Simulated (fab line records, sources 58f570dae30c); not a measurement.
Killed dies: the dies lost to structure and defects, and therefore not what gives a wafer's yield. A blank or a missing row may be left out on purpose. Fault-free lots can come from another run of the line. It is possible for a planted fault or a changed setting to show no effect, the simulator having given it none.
A lot that was struck, set against a sound lot | flow berkeleyCmos170 | 43 out of 331 route steps
Sound: the wafers L995.1, L995.2, L995.5. Struck: wafers L108.1, L108.3, L108.4. At the end, the cause is stated.
Per side, at each step with rows, come the tool, then ch with its chambers, and then its first start. Under that, the readings that differ: sound wafers | struck wafers | difference of the means | sigmas: that difference in standard deviations of wafers without a fault.
alike: readings with means less than 2 such deviations apart, plus words and numbers identical on both sides. not compared: withheld readings, readings lacking a value on some wafer, bounds such as >300 that could conceal the same value, and numbers that have no deviation in the record and whose values overlap.
The two part at a step that has a row with sigmas, a row that says differs or no value, or rows on one side only. Non-overlapping numbers with no deviation appear without sigmas and do not part them. A reading that every wafer of one side lacks parts them only if that side has two wafers or more.

UCB170_ACTIVE_OVL_MEAS_14:
  sound: overlay-02 at day 5 02:17; struck: overlay-01 at day 7 05:19
  alike: ACTIVE_OVL
UCB170_ACTIVE_ETCH_15: etches Si3N4 in CH3F/Ar/O2, stops on SiO2, target depth 242 nm, time 151 s.
  sound on rieDiel-02 ch 0,1,2, day 5 02:19; struck on rieDiel-01 ch 0,1,2, day 7 05:21
  alike: chamberPressureMTorr, drypumpMotorCurrentA, oesProductAu, throttleValvePct
  not compared: rfHoursCounterH
UCB170_ACTIVE_STRIP_16: strips in O2.
  sound on plasmaAsher-04 ch 0,1, day 5 02:25; struck on plasmaAsher-04 ch 0,1, day 7 05:27
  alike: chamberPressureMTorr, drypumpMotorCurrentA, oesProductAu, stripTimeToEndpointS
  not compared: rfHoursCounterH
UCB170_ACTIVE_CD_MEAS_90: target cd 1200 nm.
  sound: cdSem-01 at day 5 02:31; struck: cdSem-01 at day 7 05:33
  alike: cdNm
then, 7 steps without rows for these wafers: UCB170_ACTIVE_CLEAN_17 (cleans in SPM, time 600 s); UCB170_PFIELD_HMDS_00 (prime time 60 s); UCB170_PFIELD_COAT_01 (resist thk 900 nm); UCB170_PFIELD_SOFTBAKE_02 (time 60 s); UCB170_PFIELD_EXPOSE_03 (exposes mask PFIELD, target cd 1500 nm); UCB170_PFIELD_PEB_04; UCB170_PFIELD_DEVELOP_05 (develop time 45 s).
UCB170_PFIELD_OVL_MEAS_06:
  sound: overlay-02 at day 5 06:44; struck: overlay-02 at day 7 07:20
  alike: PFIELD_OVL
UCB170_PFIELD_IMPLANT_07:
  sound on implanter-04 ch 0, day 5 06:47; struck on implanter-04 ch 0, day 7 07:22
UCB170_PFIELD_STRIP_08: strips in O2.
  sound on plasmaAsher-03 ch 0,1, day 5 06:56; struck on plasmaAsher-02 ch 0,1, day 7 07:31
  alike: chamberPressureMTorr, drypumpMotorCurrentA, oesProductAu, stripTimeToEndpointS
  not compared: rfHoursCounterH
UCB170_PFIELD_TW_MEAS_09:
  sound: filmMetro-03 at day 5 07:02; struck: filmMetro-02 at day 7 07:37
reading   | sound       | struck      | difference | sigmas
PFIELD_TW | 607 605 603 | 596 597 594 | -9         | -2
then, 2 steps without rows for these wafers: UCB170_FIELD_CLEAN_00 (cleans in dHF, time 7.5 s); UCB170_FIELD_OXIDATION_01 (target thk 558.3 nm, ox time 7200 s).
UCB170_FIELD_THK_MEAS_02:
  sound: filmMetro-03 at day 5 11:04; struck: filmMetro-01 at day 7 13:43
  alike: FIELD_OXIDE_THK
then, 4 steps without rows for these wafers: UCB170_FIELD_ANNEAL_03 (time 1200 s); UCB170_FIELD_WET_ETCH_04 (etches SiO2 in dHF, time 60 s); UCB170_FIELD_WET_ETCH_05 (etches Si3N4 in H3PO4, time 12600 s); UCB170_FIELD_WET_ETCH_06 (etches SiO2 in BOE, time 22 s).
UCB170_FIELD_THK_MEAS_90:
  sound: filmMetro-04 at day 5 20:14; struck: filmMetro-04 at day 7 21:15
  alike: FIELD_OXIDE_LEFT_1_THK
then, 2 steps without rows for these wafers: UCB170_SACOX_CLEAN_00 (cleans in dHF, time 7.5 s); UCB170_SACOX_OXIDATION_01 (target thk 14.4 nm, ox time 2400 s).
UCB170_SACOX_THK_MEAS_02:
  sound: filmMetro-02 at day 6 02:13; struck: filmMetro-02 at day 8 03:55
  alike: SACOX_OXIDE_THK
then, 2 steps without rows for these wafers: UCB170_SCREENOX_WET_ETCH_00 (etches SiO2 in dHF, time 200 s); UCB170_SCREENOX_OXIDATION_01 (target thk 14.4 nm, ox time 2400 s).
UCB170_SCREENOX_THK_MEAS_02:
  sound: filmMetro-04 at day 6 05:23; struck: filmMetro-03 at day 8 10:04
  alike: SCREENOX_OXIDE_THK
then, 7 steps without rows for these wafers: UCB170_SCREENOX_ANNEAL_03 (time 900 s); UCB170_NVT_HMDS_00 (prime time 60 s); UCB170_NVT_COAT_01 (resist thk 900 nm); UCB170_NVT_SOFTBAKE_02 (time 60 s); UCB170_NVT_EXPOSE_03 (exposes mask PWELL, target cd 3000 nm); UCB170_NVT_PEB_04; UCB170_NVT_DEVELOP_05 (develop time 45 s).
UCB170_NVT_OVL_MEAS_06:
  sound: overlay-02 at day 6 09:31; struck: overlay-01 at day 8 16:03
  alike: NVT_OVL
after that, 1 step had no rows for these wafers: UCB170_NVT_IMPLANT_07.
UCB170_NVT_STRIP_08: strips in O2.
  sound on plasmaAsher-01 ch 0,1, day 6 09:41; struck on plasmaAsher-03 ch 0,1, day 8 16:22
  alike: chamberPressureMTorr, drypumpMotorCurrentA, oesProductAu, stripTimeToEndpointS
  not compared: rfHoursCounterH
UCB170_NVT_TW_MEAS_09:
  sound: filmMetro-03 at day 6 09:47; struck: filmMetro-02 at day 8 16:28
  alike: NVT_TW
then, 2 steps without rows for these wafers: UCB170_NVT_CLEAN_10 (cleans in SPM, time 600 s); UCB170_PVT_HMDS_00 (prime time 60 s).
-- the record jumps here: 3 days lie between the struck wafers' starts before and after (it left off in module PVT and takes up again in module M3, whose first step shown is number 331 of the route) --
UCB170_M3_PROBE_99:
  sound: prober-01 at day 8 18:08; struck: prober-02 at day 11 05:45
reading                     | sound                | struck            | difference | sigmas
model.etest.fieldN.vtVRange | 0.1817 0.2548 0.2357 | 2.004 1.909 2.085 | +1.775     | 

## WHERE THEY PART
Only at UCB170_PFIELD_TW_MEAS_09, within this record. Later steps at which nothing parts them and some readings are alike: UCB170_FIELD_THK_MEAS_02, UCB170_FIELD_THK_MEAS_90, UCB170_SACOX_THK_MEAS_02, UCB170_SCREENOX_THK_MEAS_02, UCB170_NVT_OVL_MEAS_06, UCB170_NVT_STRIP_08, UCB170_NVT_TW_MEAS_09.

WHY: what had been put in by the simulator
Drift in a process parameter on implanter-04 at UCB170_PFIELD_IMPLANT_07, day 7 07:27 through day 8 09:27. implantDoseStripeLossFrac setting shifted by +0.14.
